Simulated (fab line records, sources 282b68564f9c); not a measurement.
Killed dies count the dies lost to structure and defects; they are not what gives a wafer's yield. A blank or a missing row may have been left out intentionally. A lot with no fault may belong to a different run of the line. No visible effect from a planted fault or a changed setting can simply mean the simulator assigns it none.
A lot that was struck, set against a sound lot + flow rit cmos + 21 steps out of a route of 202
Sound: the wafers L973.1, L973.2, L973.3. Wafers L993.1, L993.2, L993.6 were the ones struck. Last of all comes the cause.
Per side, at each step with rows, come the tool, then ch with its chambers, and then its first start. Under that, the readings that differ: sound wafers + struck wafers + difference of the means + sigmas: that difference in standard deviations of wafers without a fault.
alike: readings with means less than 2 such deviations apart, plus words and numbers identical on both sides. not compared: withheld readings, readings lacking a value on some wafer, bounds such as >300 that could conceal the same value, and numbers that have no deviation in the record and whose values overlap.
The two part at a step that has a row with sigmas, a row that says differs or no value, or rows on one side only. When numbers do not overlap yet have no deviation, they are printed without sigmas and do not part them. A reading that every wafer of one side lacks parts them only if that side has two wafers or more.

first, 6 steps without rows for these wafers: RIT_NWELL_HMDS_00 (prime time 60 s); RIT_NWELL_COAT_01 (resist thk 1300 nm); RIT_NWELL_SOFTBAKE_02 (time 60 s); RIT_NWELL_EXPOSE_03 (exposes mask M2, target cd 43900 nm); RIT_NWELL_PEB_04; RIT_NWELL_DEVELOP_05 (develop time 68 s).
RIT_NWELL_OVL_MEAS_06:
  struck on overlay-01, day 7 04:19; sound on overlay-01, day 2 13:19
  alike: NWELL_OVL
then, 2 steps without rows for these wafers: RIT_NWELL_HARDBAKE_07 (time 120 s); RIT_NWELL_IMPLANT_08.
RIT_NWELL_STRIP_09: strips in O2, time 180 s.
  sound on plasma asher-01 ch 0,1, day 2 13:44; struck on plasma asher-01 ch 0,1, day 7 04:44
  alike: drypump motor current A
  not compared: rf hours counter h
RIT_NWELL_TW_MEAS_10:
  struck on film metro-03, day 7 04:55; sound on film metro-02, day 2 13:55
  alike: NWELL_TW
then, 1 step without rows for these wafers: RIT_PWELL_HMDS_00 (prime time 60 s).
RIT_PWELL_COAT_01: resist thk 1300 nm.
  sound on litho track-03 ch 0, day 2 14:08; struck on litho track-01 ch 0, day 7 05:08
| reading                                    | sound                | struck               | difference | sigmas      |
|--------------------------------------------|----------------------|----------------------|------------|-------------|
| spin speed rpm (rpm)                       | 2000.0 1999.9 2000.7 | 1380.5 1381.8 1380.2 | -619.4     | -99 or more |
| model.NOVOLAK_of_PWELL_COAT_01.thk nm (nm) | 1302 1298 1301       | 1568 1568 1570       | +268       |             |
  alike: exhaust pa
then, 4 steps without rows for these wafers: RIT_PWELL_SOFTBAKE_02 (time 60 s); RIT_PWELL_EXPOSE_03 (exposes mask M3, target cd 43700 nm); RIT_PWELL_PEB_04; RIT_PWELL_DEVELOP_05 (develop time 68 s).
RIT_PWELL_OVL_MEAS_06:
  struck on overlay-01, day 7 06:14; sound on overlay-02, day 2 14:59
| reading        | sound        | struck         | difference | sigmas |
|----------------|--------------|----------------|------------|--------|
| PWELL_OVL (nm) | -0.3 0.8 1.6 | -1.4 -2.4 -2.3 | -2.7       | -2     |
RIT_PWELL_HARDBAKE_07: time 120 s.
  sound on litho track-04 ch 0, day 2 15:01; struck on litho track-01 ch 0, day 7 06:17
| reading                                    | sound          | struck         | difference | sigmas |
|--------------------------------------------|----------------|----------------|------------|--------|
| model.NOVOLAK_of_PWELL_COAT_01.thk nm (nm) | 1139 1135 1138 | 1368 1368 1369 | +231       |        |
  alike: exhaust pa, plate temp C
then, 2 steps without rows for these wafers: RIT_PWELL_IMPLANT_08; RIT_M1_PROBE_99.

## WHERE THEY PART
Last at RIT_PWELL_OVL_MEAS_06 as far as this record goes, first at RIT_PWELL_COAT_01. Later steps at which nothing parts them and some readings are alike: RIT_PWELL_HARDBAKE_07.

WHY: whatever the simulator had introduced
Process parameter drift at RIT_PWELL_COAT_01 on litho track-01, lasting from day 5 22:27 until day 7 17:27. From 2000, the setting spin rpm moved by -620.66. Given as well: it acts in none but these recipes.
